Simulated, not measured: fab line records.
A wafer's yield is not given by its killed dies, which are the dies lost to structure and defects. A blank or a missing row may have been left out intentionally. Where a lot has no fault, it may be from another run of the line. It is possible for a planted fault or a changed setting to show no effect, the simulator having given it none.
Chamber matching || flow berkeleyCmos170 || 4 sister chambers for UCB170_GATE_ETCH_15 on rieSi-01
The step etches poly-Si in HBr/Cl2, stops on SiO2, time 56.3 s, target depth 278.2 nm. 4 wafers are shown with their chamber, then 8 later ones without.

## WAFERS, EACH WITH ITS CHAMBER
{"wafer": "L721.3", "chamber": 1, "throttleValvePct (%)": 26.46}
{"wafer": "L728.4", "chamber": 0, "throttleValvePct (%)": 26.44}
{"wafer": "L728.5", "chamber": 3, "throttleValvePct (%)": 26.17}
{"wafer": "L725.1", "chamber": 2, "throttleValvePct (%)": 26.34}

## WAFERS WITH NO CHAMBER GIVEN
{"wafer": "L725.2", "throttleValvePct (%)": 26.45}
{"wafer": "L725.3", "throttleValvePct (%)": 26.47}
{"wafer": "L733.1", "throttleValvePct (%)": 26.48}
{"wafer": "L733.2", "throttleValvePct (%)": 26.16}
{"wafer": "L733.6", "throttleValvePct (%)": 26.47}
{"wafer": "L736.3", "throttleValvePct (%)": 26.19}
{"wafer": "L736.5", "throttleValvePct (%)": 26.18}
{"wafer": "L736.6", "throttleValvePct (%)": 26.35}

## THE CHAMBER EACH PASSED THROUGH
{"wafer": "L725.2", "from the rows above": "can't be placed: 0 or 1", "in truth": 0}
{"wafer": "L725.3", "from the rows above": "can't be placed: 1 or 0", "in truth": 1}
{"wafer": "L733.1", "from the rows above": "can't be placed: 1 or 0", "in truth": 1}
{"wafer": "L733.2", "from the rows above": 3, "in truth": 3}
{"wafer": "L733.6", "from the rows above": "can't be placed: 1 or 0", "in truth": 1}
{"wafer": "L736.3", "from the rows above": 3, "in truth": 3}
{"wafer": "L736.5", "from the rows above": 3, "in truth": 3}
{"wafer": "L736.6", "from the rows above": 2, "in truth": 2}
4 of 8 placed correctly. From these rows, 4 cannot be placed; in 4 the true chamber is one of the candidates. Placed wrongly: 0.
How it was worked out, from the rows above alone: a wafer's distance from a chamber is the root of the sum, over the readings, of the square of ((its reading less the chamber's mean) divided by the reading's scatter). The wafer belongs to the nearest chamber; if the next one is less than 2 further off, it can't be placed. Each chamber's mean is taken over the wafers shown for it. The scatter (one wafer shown for each chamber): square how far every hidden wafer sits from the nearest shown wafer, average those squares and take the square root.
